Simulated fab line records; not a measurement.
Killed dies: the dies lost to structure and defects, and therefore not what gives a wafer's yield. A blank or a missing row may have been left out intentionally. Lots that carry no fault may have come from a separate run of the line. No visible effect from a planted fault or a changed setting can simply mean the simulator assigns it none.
fab line records	flow rit_cmos
record: lots: 6	wafers: 18	last_day: 6
route steps=202 shown ACTIVE@2 FOX1@20 FOX2@23 M1@202
lots that met no fault: taken from a fault-free run of the same line
start_h: the number of hours between the record's first day and the start of the first shown wafer of the lot	wait_h: hours from the lot's prior step to this one	" same as the row above	L1.1+2: one row covering several wafers at once	- no value present, or no start provided	* or withheld: withheld	< > ~ a bound
route shown NAME@n: a module of which the file shows steps, and the number in the route of the first	usual: mean and standard deviation over wafers with no fault	same: alike in all rows	chamber/n: place in a boat	sites: each site's reading	_std_site: how widely they spread, as a standard deviation	_edge_site: the outer-site mean with the inner-site mean subtracted	radius_mm: for every site, how far away it sits from the centre of the wafer	mask NAME#n: copy n	behind: the tool/chamber that last shaped the wafer	hold: the reason the lot was held/the length of the hold in hours/how it ended	device: which transistor (n, p or np) failed to switch	end of line: the route-end tests of the same wafers	a step without rows: its recipe alone	killed: dies lost to structure and defects at the first sort, not the wafer's yield	map: a wafer's dies, marking killed ones x, the rest . and places with no die _
set.NAME: the setting the step ran with; set.NAME@STEP: the setting that earlier step ran with	model.NAME: the simulator's own value behind a step, which no gauge read
certain route steps with their lots: each step a table, each wafer a row
services: from which hour (start_h, from the record's first day; less than 0 if before it) a tool's chamber was out of use, for how many hours, and why
== steps ==
step: RIT_ACTIVE_OXIDATION_01
recipe: temp_c: 1000	ambient: O2	target_thk_a: 468	ox_time_s: 3360
step: RIT_ACTIVE_THK_MEAS_02
recipe: reads: SiO2_of_ACTIVE_OXIDATION_01
usual: ACTIVE_OXIDE_THK: 46.6/0.89
lot.wafer	tool	chamber	start_h	wait_h	ACTIVE_OXIDE_THK[nm]
L572.4	film_metro-04	-	30.93	0.0	45.6
L572.5	"	-	"	"	46.0
L572.6	"	-	"	"	45.8
L573.1	film_metro-01	-	34.15	0.0	47.6
L573.4	"	-	"	"	47.9
L573.5	"	-	"	"	48.6
L575.2	film_metro-01	-	43.09	0.0	46.4
L575.4	"	-	"	"	47.0
L575.6	"	-	"	"	46.4
L578.2	film_metro-03	-	59.48	0.0	46.7
L578.3	"	-	"	"	45.9
L578.5	"	-	"	"	46.8
L583.1	film_metro-03	-	83.13	0.0	46.8
L583.4	"	-	"	"	46.0
L583.6	"	-	"	"	46.2
L584.1	film_metro-03	-	88.90	0.0	46.1
L584.2	"	-	"	"	45.7
L584.5	"	-	"	"	44.9
step: RIT_ACTIVE_CVD_03
recipe: material: Si3N4	target_thk_nm: 150	temp_c: 810	precursor: SiH2Cl2/NH3	time_s: 1500	pressure_mtorr: 300	sih2cl2_flow_sccm: 60	nh3_flow_sccm: 150
step: RIT_ACTIVE_THK_MEAS_04
recipe: reads: Si3N4_of_ACTIVE_CVD_03
usual: ACTIVE_NITRIDE_THK: 150.2/1.7
lot.wafer	tool	chamber	start_h	wait_h	ACTIVE_NITRIDE_THK[nm]
L572.4	film_metro-04	-	32.41	0.0	150.0
L572.5	"	-	"	"	152.8
L572.6	"	-	"	"	151.5
L573.1	film_metro-03	-	35.63	0.0	150.2
L573.4	"	-	"	"	150.9
L573.5	"	-	"	"	151.2
L575.2	film_metro-01	-	44.57	0.0	151.5
L575.4	"	-	"	"	150.3
L575.6	"	-	"	"	150.8
L578.2	film_metro-04	-	60.96	0.0	148.2
L578.3	"	-	"	"	147.6
L578.5	"	-	"	"	147.8
L583.1	film_metro-04	-	84.60	0.0	151.1
L583.4	"	-	"	"	151.2
L583.6	"	-	"	"	151.7
L584.1	film_metro-04	-	90.38	0.0	149.6
L584.2	"	-	"	"	150.0
L584.5	"	-	"	"	149.8
step: RIT_ACTIVE_HMDS_05
recipe: prime_time_s: 60	prime_temp_c: 140
step: RIT_ACTIVE_COAT_06
recipe: resist: NOVOLAK	spin_rpm: 3250	resist_thk_nm: 1000
step: RIT_ACTIVE_SOFTBAKE_07
recipe: resist: NOVOLAK	temp_c: 90	time_s: 60
step: RIT_ACTIVE_EXPOSE_08
recipe: mask_id: M1	na: 0.6	source_shape: conventional	sigma_outer: 0.6	target_cd_nm: 1400	dose_mj: 225
step: RIT_ACTIVE_PEB_09
recipe: resist: NOVOLAK	temp_c: withheld	time_s: withheld
step: RIT_ACTIVE_DEVELOP_10
recipe: resist: NOVOLAK	develop_time_s: 50	dev_temp_c: 23
step: RIT_ACTIVE_CD_MEAS_11
recipe: target_cd_nm: 1400
usual: cd_nm: 1400.6/2.3
lot.wafer	tool	chamber	start_h	wait_h	cd_nm
L572.4	cd_sem-01	-	33.47	-	1401.8
L572.5	"	-	"	"	1400.3
L572.6	"	-	"	"	1398.4
L573.1	cd_sem-02	-	36.66	-	1402.7
L573.4	"	-	"	"	1400.0
L573.5	"	-	"	"	1400.4
L575.2	cd_sem-01	-	45.49	-	1404.2
L575.4	"	-	"	"	1402.5
L575.6	"	-	"	"	1403.3
L578.2	cd_sem-01	-	61.88	-	1399.9
L578.3	"	-	"	"	1399.5
L578.5	"	-	"	"	1397.4
L583.1	cd_sem-02	-	85.51	-	1398.5
L583.4	"	-	"	"	1397.1
L583.6	"	-	"	"	1395.3
L584.1	cd_sem-01	-	91.29	-	1397.7
L584.2	"	-	"	"	1398.7
L584.5	"	-	"	"	1399.0
step: RIT_ACTIVE_HARDBAKE_12
recipe: resist: NOVOLAK	temp_c: 140	time_s: 60
step: RIT_ACTIVE_ETCH_13
recipe: stop_on: SiO2	chemistry: SF6	target: Si3N4	time_s: 210	over_etch_frac: 0.4	SF6_flow_sccm: 200	pressure_mtorr: 260	rf_w: 125	target_depth_a: 2100
usual: drypump_motor_current_A: 5.9/0.43	oes_product_au: 0.822/0.011	throttle_valve_pct: 7.50/0.11
lot.wafer	tool	chamber	start_h	wait_h	drypump_motor_current_A	oes_product_au	rf_hours_counter_h	throttle_valve_pct	model.NOVOLAK_of_ACTIVE_COAT_06.thk_nm	model.SiO2_of_ACTIVE_OXIDATION_01.thk_nm	model.ACTIVE.feature_depth_nm
L572.4	rie_diel-04	3	33.68	0.1	5.4	0.824	17	7.62	642.5	43.05	152.6
L572.5	"	2	"	"	5.6	0.833	-	7.45	646.8	44.27	154.6
L572.6	"	1	"	"	5.6	0.812	-	7.59	660.6	45.87	151.5
L573.1	rie_diel-01	2	36.93	0.1	6.2	0.830	75	7.38	669	47.66	150.2
L573.4	"	3	"	"	6.7	0.825	164	7.68	658.8	47.49	151.1
L573.5	"	3	"	"	6.7	0.829	-	7.67	660.3	48.15	151.6
L575.2	rie_diel-04	0	46.04	0.1	6.4	0.829	6	7.47	587.8	24.92	173
L575.4	"	2	"	"	5.6	0.827	49	7.45	577.9	23.19	174.1
L575.6	"	1	"	"	5.6	0.805	-	7.59	593.1	26.51	170.7
L578.2	rie_diel-04	0	62.13	0.1	6.4	0.817	6	7.50	586.7	25.08	169.9
L578.3	"	3	"	"	5.4	0.821	17	7.62	570.2	0	193.6
L578.5	"	1	"	"	5.6	0.795	-	7.58	594.9	26.86	167.6
L583.1	rie_diel-03	0	85.78	0.1	6.2	0.814	132	7.65	658.6	46.73	151
L583.4	"	2	"	"	6.0	0.831	57	7.36	652.6	43.92	153.3
L583.6	"	1	"	"	5.5	0.833	-	7.44	662.9	46.16	151.8
L584.1	rie_diel-01	1	91.56	0.1	6.2	0.842	20	7.28	663.7	46.11	149.5
L584.2	"	2	"	"	6.2	0.829	76	7.38	666.2	45.66	150
L584.5	"	1	"	"	6.2	0.829	-	7.30	658.1	44.98	149.8
step: RIT_ACTIVE_STRIP_14
recipe: chemistry: O2	time_s: 180	resist: NOVOLAK	platen_temp_c: withheld	power_w: 500	pressure_mtorr: 4000	o2_flow_sccm: 4000
usual: drypump_motor_current_A: 5.43/0.2
lot.wafer	tool	chamber	start_h	wait_h	drypump_motor_current_A	rf_hours_counter_h
L572.4	plasma_asher-01	0	33.88	0.1	5.51	-
L572.5	"	0	"	"	5.52	-
L572.6	"	1	"	"	5.14	-
L573.1	plasma_asher-01	1	37.06	0.1	5.18	35
L573.4	"	0	"	"	5.52	-
L573.5	"	0	"	"	5.52	-
L575.2	plasma_asher-01	0	46.18	0.1	5.53	36
L575.4	"	1	"	"	5.18	-
L575.6	"	0	"	"	5.53	-
L578.2	plasma_asher-04	1	62.26	0.1	5.14	26
L578.3	"	1	"	"	5.11	-
L578.5	"	1	"	"	5.11	-
L583.1	plasma_asher-02	1	85.92	0.1	5.49	44
L583.4	"	0	"	"	5.59	-
L583.6	"	1	"	"	5.50	-
L584.1	plasma_asher-02	0	91.69	0.1	5.56	45
L584.2	"	1	"	"	5.50	45
L584.5	"	1	"	"	5.50	-
step: RIT_ACTIVE_CD_MEAS_90
recipe: target_cd_nm: 1400
usual: cd_nm: 1400.6/2.4
lot.wafer	tool	chamber	start_h	wait_h	cd_nm
L572.4	cd_sem-01	-	34.05	0.1	1401.5
L572.5	"	-	"	"	1400.4
L572.6	"	-	"	"	1398.4
L573.1	cd_sem-02	-	37.24	0.1	1402.7
L573.4	"	-	"	"	1400.0
L573.5	"	-	"	"	1400.2
L575.2	cd_sem-01	-	46.37	0.1	1404.3
L575.4	"	-	"	"	1401.8
L575.6	"	-	"	"	1402.8
L578.2	cd_sem-02	-	62.46	0.1	1399.9
L578.3	"	-	"	"	1398.3
L578.5	"	-	"	"	1397.1
L583.1	cd_sem-02	-	86.09	0.1	1398.3
L583.4	"	-	"	"	1397.0
L583.6	"	-	"	"	1395.6
L584.1	cd_sem-01	-	91.87	0.1	1397.9
L584.2	"	-	"	"	1399.2
L584.5	"	-	"	"	1399.2
step: RIT_ACTIVE_CLEAN_15
recipe: chemistry: SC1	mix: 3:3:50	time_s: 600	temp_c: 75
step: RIT_ACTIVE_CLEAN_16
recipe: chemistry: dHF	dilution: 50:1	time_s: 30
step: RIT_ACTIVE_CLEAN_17
recipe: chemistry: SC2	mix: 3:3:50	time_s: 600	temp_c: 75	dry: n2_spin
step: RIT_FOX1_OXIDATION_00
recipe: temp_c: 1100	ambient: H2O	target_thk_a: 3507	p_h2o_torr: 720	ox_time_s: 1130
step: RIT_FOX1_THK_MEAS_01
recipe: reads: SiO2_of_FOX1_OXIDATION_00
usual: FOX1_OXIDE_THK: 349/7.2
lot.wafer	tool	chamber	start_h	wait_h	FOX1_OXIDE_THK[nm]
L572.4	film_metro-02	-	37.31	0.0	343
L572.5	"	-	"	"	350
L572.6	"	-	"	"	346
L573.1	film_metro-04	-	41.15	0.0	338
L573.4	"	-	"	"	342
L573.5	"	-	"	"	338
L575.2	film_metro-04	-	48.16	0.0	345
L575.4	"	-	"	"	342
L575.6	"	-	"	"	343
L578.2	film_metro-01	-	65.12	0.0	351
L578.5	"	-	"	"	355
L583.1	film_metro-04	-	89.66	0.0	352
L583.4	"	-	"	"	349
L583.6	"	-	"	"	353
L584.1	film_metro-02	-	93.68	0.0	357
L584.2	"	-	"	"	359
L584.5	"	-	"	"	354
step: RIT_FOX1_WET_ETCH_02
recipe: chemistry: BOE	target_depth_nm: 350	time_s: 390	temp_c: 21.5	dry: n2_spin	dilution: 10:1	target: SiO2
step: RIT_FOX2_OXIDATION_00
recipe: temp_c: 1100	ambient: H2O	target_thk_a: 3507	p_h2o_torr: 720	ox_time_s: 1130
step: RIT_FOX2_THK_MEAS_01
recipe: reads: SiO2_of_FOX2_OXIDATION_00
usual: FOX2_OXIDE_THK: 348/6.5
lot.wafer	tool	chamber	start_h	wait_h	FOX2_OXIDE_THK[nm]
L572.4	film_metro-03	-	40.58	0.0	360
L572.5	"	-	"	"	362
L572.6	"	-	"	"	366
L573.1	film_metro-02	-	44.34	0.0	348
L573.4	"	-	"	"	352
L573.5	"	-	"	"	351
L575.2	film_metro-01	-	49.97	0.0	343
L575.4	"	-	"	"	339
L575.6	"	-	"	"	340
L578.2	film_metro-02	-	70.75	0.0	345
L578.5	"	-	"	"	354
L583.1	film_metro-01	-	91.17	0.0	354
L583.4	"	-	"	"	348
L583.6	"	-	"	"	352
L584.1	film_metro-01	-	96.69	0.0	354
L584.2	"	-	"	"	348
L584.5	"	-	"	"	351
step: RIT_FOX2_CLEAN_02
recipe: chemistry: dHF	dilution: 50:1	time_s: 180
step: RIT_FOX2_WET_ETCH_03
recipe: chemistry: H3PO4	target: Si3N4	target_depth_nm: 195	temp_c: 165	time_s: 2700
usual: bath_guard_temp_C: 165.1/0.31
lot.wafer	tool	chamber	start_h	wait_h	bath_guard_temp_C	model.SiO2_of_ACTIVE_OXIDATION_01.thk_nm
L572.4	wet_bench-04	0	40.67	0.0	165.0	38.14
L572.5	"	0	"	"	164.8	39.23
L572.6	"	0	"	"	165.2	40.63
L573.1	wet_bench-01	2	44.46	0.0	165.0	42.47
L573.4	"	2	"	"	165.0	42.3
L573.5	"	2	"	"	164.8	42.86
L575.2	wet_bench-03	2	50.08	0.0	164.8	22.13
L575.4	"	2	"	"	165.0	20.59
L575.6	"	2	"	"	165.0	23.52
L578.2	wet_bench-04	3	70.93	0.0	164.8	22.24
L578.5	"	3	"	"	164.7	23.81
L583.1	wet_bench-04	1	91.29	0.0	165.5	41.69
L583.4	"	1	"	"	165.2	39.15
L583.6	"	1	"	"	165.6	41.15
L584.1	wet_bench-04	0	96.81	0.0	165.1	40.95
L584.2	"	0	"	"	164.9	40.59
L584.5	"	0	"	"	165.1	39.95
step: RIT_FOX2_THK_MEAS_90
recipe: reads: SiO2_of_FOX2_OXIDATION_00
usual: FIELD_OXIDE_LEFT_1_THK: 320/6.5
lot.wafer	tool	chamber	start_h	wait_h	FIELD_OXIDE_LEFT_1_THK[nm]
L572.4	film_metro-01	-	41.47	0.0	333
L572.5	"	-	"	"	335
L572.6	"	-	"	"	339
L573.1	film_metro-01	-	45.22	0.0	320
L573.4	"	-	"	"	324
L573.5	"	-	"	"	323
L575.2	film_metro-01	-	50.85	0.0	316
L575.4	"	-	"	"	312
L575.6	"	-	"	"	312
L578.2	film_metro-03	-	71.70	0.0	317
L578.5	"	-	"	"	326
L583.1	film_metro-03	-	92.05	0.0	328
L583.4	"	-	"	"	321
L583.6	"	-	"	"	326
L584.1	film_metro-01	-	97.57	0.0	327
L584.2	"	-	"	"	321
L584.5	"	-	"	"	323
step: RIT_M1_PROBE_99
lot.wafer	tool	chamber	start_h	wait_h	model.etest.poly_comb_over_steps.leak_log10_a_um
L572.4	prober-01	-	81.00	0.2	-12.87
L572.5	prober-01	-	81.05	0.2	-12.73
L572.6	prober-01	-	81.10	0.2	-12.69
L573.1+5	prober-02	-	85.41	0.1	-12.89
L573.4	prober-02	-	85.56	0.2	-12.65
L575.2	prober-02	-	92.92	0.1	-12.73
L575.4	prober-02	-	93.02	0.2	-12.29
L575.6	prober-02	-	93.12	0.2	-12.28
L578.2	prober-02	-	114.10	0.1	-12.52
L578.5	prober-02	-	114.25	0.2	-12.87
L583.1	prober-02	-	132.99	0.1	-12.9
L583.4	prober-02	-	133.14	0.2	-12.74
L583.6	prober-02	-	133.24	0.2	-12.83
L584.1	prober-01	-	139.27	0.1	-12.83
L584.2	prober-01	-	139.32	0.1	-12.86
L584.5	prober-01	-	139.47	0.2	-12.82
killed by level:class
L572.4 GATE:geometric_particle:short=5 FOX1:geometric_particle:short=1 FOX2:geometric_particle:open=1 GATE:geometric_particle:open=1
L572.5 SILICIDE:geometric_particle:short=3 FOX1:geometric_particle:open=2 REOX:geometric_particle:short=2 REOX:geometric_particle:open=2 GATE:geometric_particle:open=1
L572.6 FOX1:geometric_particle:open=2 REOX:geometric_particle:open=2 REOX:geometric_particle:short=2 FOX2:geometric_particle:short=1 GATE:geometric_particle:short=1 SPACER:geometric_particle:short=1
L573.1 GATE:geometric_particle:short=1 FOX2:geometric_particle:open=1 GATE:geometric_particle:open=1 REOX:geometric_particle:short=1
L573.4 GATE:geometric_particle:short=3 FOX1:geometric_particle:short=2 FOX1:geometric_particle:open=1 SPACER:geometric_particle:open=1
L573.5 GATE:geometric_particle:open=1 REOX:geometric_particle:short=1 SPACER:geometric_particle:short=1 SILICIDE:geometric_particle:open=1
L583.1 GATE:geometric_particle:open=2 GATE:geometric_particle:short=1 SPACER:geometric_particle:short=1
L583.4 FOX1:geometric_particle:open=1 SPACER:geometric_particle:short=1
L583.6 FOX1:geometric_particle:open=3 GATE:geometric_particle:open=2 GATE:geometric_particle:short=2 FOX1:geometric_particle:short=1 SPACER:geometric_particle:short=1
L584.1 SILICIDE:geometric_particle:open=3 FOX1:geometric_particle:open=1 FOX2:geometric_particle:short=1 SPACER:geometric_particle:short=1 SPACER:geometric_particle:open=1 CONTACT:geometric_particle:open=1
L584.2 FOX1:geometric_particle:open=2 GATE:geometric_particle:short=2 SILICIDE:geometric_particle:open=2 SPACER:geometric_particle:short=1 SPACER:geometric_particle:open=1
L584.5 GATE:geometric_particle:open=3 GATE:geometric_particle:short=3 FOX2:geometric_particle:short=1 SPACER:geometric_particle:short=1
== services ==
tool	chamber	start_h	hours	kind
rie_diel-01	-	24.98	0.3	repair
rie_diel-04	0	53.80	4.5	repair
plasma_asher-04	-	73.26	1.3	repair
rie_diel-01	3	78.66	-	clean
rie_diel-01	3	78.66	17.7	scheduled_down
rie_diel-01	3	78.66	17.7	vent_cycle
== key ==
first_sign none at tools or gauges
model_effect: step: RIT_ACTIVE_ETCH_13	value: NOVOLAK_of_ACTIVE_COAT_06.thk_nm	without: 656.2	struck: 585.1
model_effect: step: RIT_FOX2_WET_ETCH_03	value: SiO2_of_ACTIVE_OXIDATION_01.thk_nm	without: 41.1	struck: 22.46
model_effect: step: RIT_M1_PROBE_99	value: etest.poly_comb_over_steps.leak_log10_a_um	without: -12.66	struck: -12.53
met_at RIT_ACTIVE_ETCH_13
struck_wafers L575.2,L575.4,L575.6,L578.2,L578.3,L578.5
later_rows_left_out L578.3
sort_left_out L575.2,L575.4,L575.6,L578.2,L578.3,L578.5
tester_left_out L575,L578
onset_between 33.68 46.04
fault: kind: process_parameter_drift	tool: rie_diel-04	chamber: -	onset_h: 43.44	steps: RIT_ACTIVE_ETCH_13	channel: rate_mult	offset: 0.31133	shape: step	end_h: 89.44
tester_left_out: of these lots the tester's yield and bins aren't shown, on N5 and GAA mostly nor the transistor test; their killed dies are dies lost to structure and defects alone, not to doping, threshold or leakage, so they don't give the yield
sort_left_out: the simulated sort isn't trusted on such a fault, so these wafers' sort isn't shown, and their yield isn't known
later_rows_left_out: the simulator's readings of these wafers behind a module that went badly wrong aren't trusted and aren't shown, but for the sort
